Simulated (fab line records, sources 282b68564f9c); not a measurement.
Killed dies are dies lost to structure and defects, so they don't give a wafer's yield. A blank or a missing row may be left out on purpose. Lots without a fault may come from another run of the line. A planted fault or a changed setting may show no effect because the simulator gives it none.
One fault seen from 2 desks | flow rit_cmos | each desk has only its own numbers; what lay behind them comes last

THE METROLOGY DESK
What the gauges read, lot by lot, whatever tool the lot ran on: means of the sampled wafers that have a number. A lot is out of limits, marked OUT, if its mean lies more than 4 standard deviations from the usual mean; the brackets give that distance.
Columns: A = ACTIVE_OXIDE_THK at RIT_ACTIVE_THK_MEAS_02, usual 47.0 nm
lot  | first seen here | A
L278 | day 1 14:57     | 46.2
L279 | day 1 17:58     | 45.7
L280 | day 1 22:28     | 46.1
L281 | day 2 03:29     | 48.8
L282 | day 2 08:03     | 47.4
L283 | day 2 13:51     | 46.6
L284 | day 2 18:25     | 46.5
L292 | day 4 15:37     | 43.6
L293 | day 4 15:37     | 42.2 (-5.1) OUT
L296 | day 5 06:11     | 46.5
L295 | day 5 06:12     | 47.9
L297 | day 5 11:21     | 47.2
L299 | day 5 23:15     | 46.8
L300 | day 6 02:44     | 46.7
This desk's finding: out of limits on L293; first on L293, day 4 15:37 (ACTIVE_OXIDE_THK at RIT_ACTIVE_THK_MEAS_02). In limits: L278, L279, L280, L281, L282, L283, L284, L292, L296, L295, L297, L299, L300.

THE TOOL OWNER'S DESK: furnace-02
The tool's own readings at RIT_ACTIVE_OXIDATION_01 (target thk 46.8 nm, ox time 3360 s): means of the sampled wafers that have a number, for each lot that ran on this tool. A lot is out of limits, marked OUT, if its mean lies more than 4 standard deviations from the usual mean; the brackets give that distance.
Columns: A = spike_tc_centre_C at RIT_ACTIVE_OXIDATION_01, usual 1001.8 C; B = spike_tc_load_C at RIT_ACTIVE_OXIDATION_01, usual 1029.9 C; C = spike_tc_source_C at RIT_ACTIVE_OXIDATION_01, usual 1022.9 C; D = tube_center_temp_C at RIT_ACTIVE_OXIDATION_01, usual 999.99 C; E = tube_center_temp_C_max at RIT_ACTIVE_OXIDATION_01, usual 1002.5
lot  | first seen here | A                | B                 | C                 | D                | E
L281 | day 2 01:32     | 1000.3           | 1030.5            | 1021.5            | 1000.03          | 1003.2
L284 | day 2 16:28     | 1002.2           | 1031.9            | 1021.1            | 999.99           | 1002.3
L292 | day 4 13:41     | 994.6 (-7.3) OUT | 1024.8            | 1013.7 (-6.6) OUT | 992.96 (-77) OUT | 995.6 (-16) OUT
L293 | day 4 13:41     | 994.6 (-7.3) OUT | 1023.4 (-5.0) OUT | 1014.3 (-6.2) OUT | 992.95 (-77) OUT | 996.1 (-15) OUT
This desk's finding: out of limits on L292, L293; first on L292, day 4 13:41 (spike_tc_centre_C at RIT_ACTIVE_OXIDATION_01). In limits: L281, L284.

PUT TOGETHER
The tool owner's desk could have raised an alarm at day 4 13:41, on L292, L293.
The metrology desk could have raised an alarm at day 4 15:37, on L293.
The metrology desk has L292 on record, within its limits.
Of the lots named, all ran RIT_ACTIVE_OXIDATION_01 on furnace-02.

WHAT THE SIMULATOR HAD PUT IN
Process parameter drift: furnace-02, from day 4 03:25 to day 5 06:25, at RIT_ACTIVE_OXIDATION_01. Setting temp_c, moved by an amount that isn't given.
Lots struck among those shown: L292, L293.
Hours from the fault's start to each desk's first reading out of limits: the tool owner's desk, 10; the metrology desk, 12.
